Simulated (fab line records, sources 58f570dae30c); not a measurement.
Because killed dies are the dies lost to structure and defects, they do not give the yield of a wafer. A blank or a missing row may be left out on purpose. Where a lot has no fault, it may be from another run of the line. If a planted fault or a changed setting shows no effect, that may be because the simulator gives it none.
Struck lot and sound lot, side by side	flow berkeley cmos170	32 out of 331 route steps
Sound: these wafers, L105.1, L105.4, L105.6. Wafers L115.2, L115.4, L115.5 were the ones struck. The cause is given at the end.
For every step that has rows: the tool of each side, followed by ch and its chambers, followed by its first start. Under that, the readings that differ: sound wafers	struck wafers	difference of the means	sigmas: that difference in standard deviations of wafers without a fault.
alike: readings whose means differ by less than 2 such deviations, and words and numbers that are the same on both sides. not compared: withheld readings, readings that some wafer has no value for, bounds like >300 that may hide the same value, and numbers for which the record gives no deviation and whose values overlap.
The two part at a step that has a row with sigmas, a row that says differs or no value, or rows on one side only. Numbers that don't overlap but have no deviation are shown without sigmas and don't part them. Lack of a reading on every wafer of one side parts them only where that side has two or more wafers.

first, 6 steps without rows for these wafers: UCB170_V2_HMDS_06 (prime time 60 s); UCB170_V2_COAT_07 (resist thk 900 nm); UCB170_V2_SOFTBAKE_08 (time 60 s); UCB170_V2_EXPOSE_09 (exposes mask VIA2, target cd 700 nm); UCB170_V2_PEB_10; UCB170_V2_DEVELOP_11 (develop time 45 s).
UCB170_V2_CD_MEAS_12: the cd target is 700 nm.
  sound on cd sem-02, day 8 17:34; struck on cd sem-01, day 10 23:46
  alike: cd nm
UCB170_V2_OVL_MEAS_13:
  sound on overlay-02, day 8 17:41; struck on overlay-02, day 10 23:52
  alike: V2_OVL
UCB170_V2_ETCH_14: etches SiO2 in CHF3/CF4/Ar, stops on Al, target depth 1250 nm, time 291 s.
  sound on rie diel-02 ch 2,3, day 8 17:43; struck on rie diel-02 ch 0,2,3, day 10 23:53
  alike: cf4 flow sccm, drypump motor current A, oes product au, rf fwd power W, throttle valve pct
  not compared: rf hours counter h
UCB170_V2_STRIP_15: strips in O2.
  sound on plasma asher-01 ch 0,1, day 8 17:53; struck on plasma asher-01 ch 0,1, day 11 00:04
  alike: drypump motor current A, oes product au, strip time to endpoint s
  not compared: rf hours counter h
UCB170_V2_CD_MEAS_90: the cd target is 700 nm.
  sound on cd sem-02, day 8 18:02; struck on cd sem-01, day 11 00:11
  alike: cd nm
then, 1 step without rows for these wafers: UCB170_M3_PRE_CLEAN_00 (preclean etch time 60 s).
UCB170_M3_SPUTTER_01: material Al, target thk 900 nm, time 120 s.
  sound on pvd sputter-03, day 8 18:14; struck on pvd sputter-02, day 11 00:37
  alike: throttle valve pct
UCB170_M3_RS_MEAS_02: the measuring method here is four-point-probe.
  sound on film metro-03, day 8 18:19; struck on film metro-04, day 11 00:43
reading	sound	struck	difference	sigmas
M3_AL_RS (ohm/sq)	0.0327 0.0325 0.0330	0.0161 0.0161 0.0162	-0.0166	-40
UCB170_M3_THK_MEAS_03: measures by xrf.
  sound on film metro-03, day 8 18:26; struck on film metro-04, day 11 00:49
reading	sound	struck	difference	sigmas
M3_AL_THK (nm)	887 892 883	1799 1801 1790	+909	+65
then, 3 steps without rows for these wafers: UCB170_M3_HMDS_04 (prime time 60 s); UCB170_M3_COAT_05 (resist thk 900 nm); UCB170_M3_SOFTBAKE_06 (time 60 s).
UCB170_M3_STRIP_07: strips in O2.
  sound on plasma asher-01 ch 1, day 8 19:44; struck on plasma asher-01 ch 1, day 11 01:29
  alike: drypump motor current A, oes product au, strip time to endpoint s
  not compared: rf hours counter h
then, 7 steps without rows for these wafers: UCB170_M3_STRIP_08 (strips KrF in DMSO, time 600 s); UCB170_M3_COAT_09; UCB170_M3_COAT_10 (resist thk 900 nm); UCB170_M3_SOFTBAKE_11 (time 60 s); UCB170_M3_EXPOSE_12 (exposes mask METAL3, target cd 700 nm); UCB170_M3_PEB_13; UCB170_M3_DEVELOP_14 (develop time 45 s).
UCB170_M3_CD_MEAS_15: the cd target is 700 nm.
  sound on cd sem-02, day 8 22:37; struck on cd sem-01, day 11 02:37
  alike: cd nm
UCB170_M3_OVL_MEAS_16:
  sound on overlay-01, day 8 22:44; struck on overlay-02, day 11 02:44
  alike: M3_OVL
UCB170_M3_ETCH_17: etches BARC in N2/H2.
  sound on rie diel-03 ch 1,2,3, day 8 22:46; struck on rie diel-03 ch 1,2, day 11 02:46
  alike: drypump motor current A, oes product au, rf fwd power W, throttle valve pct
UCB170_M3_METAL_ETCH_18: etches Al in Cl2/BCl3, stops on SiO2, target depth 1170 nm, time 195 s.
  sound on rie metal-04 ch 0,1, day 8 22:49; struck on rie metal-02 ch 0,1, day 11 02:48
reading	sound	struck	difference	sigmas
drypump motor current A (A)	5.21 5.27 5.23	5.64 5.81 5.66	+0.47	+2
oes product au (a.u.)	0.857 0.833 0.818	0.974 1.029 0.979	+0.158	+11
model.etch.depth nm (nm)	887.3 891.3 879.9	1164 1242 1174	+307	
model.M3.feature depth nm (nm)	944.3 946.6 935.1	1164 1242 1174	+251	
  alike: mfc cl2 sccm, rf fwd power W, throttle valve pct
  not compared: rf hours counter h
UCB170_M3_STRIP_19: strips in O2.
  sound on plasma asher-01 ch 1, day 8 22:59; struck on plasma asher-02 ch 0,1, day 11 02:59
reading	sound	struck	difference	sigmas
drypump motor current A (A)	4.6 4.6 4.6	5.8 5.8 6.0	+1.3	+2
  alike: oes product au
  not compared: rf hours counter h
UCB170_M3_PROBE_99:
  sound on prober-02, day 8 23:20; struck on prober-02, day 11 03:23
reading	sound	struck	difference	sigmas
model.etest.antenna m2.short	0 0 0	1 1 1	+1	
model.etest.antenna m3.over limit	0 0 0	1 1 1	+1	
model.etest.antenna m2.over limit	0 0 0	1 1 1	+1	
model.etest.antenna m3.short	0 0 0	1 1 1	+1	

WHERE THEY PART
First at UCB170_M3_RS_MEAS_02; last, within this record, at UCB170_M3_STRIP_19.

WHY: whatever the simulator had introduced
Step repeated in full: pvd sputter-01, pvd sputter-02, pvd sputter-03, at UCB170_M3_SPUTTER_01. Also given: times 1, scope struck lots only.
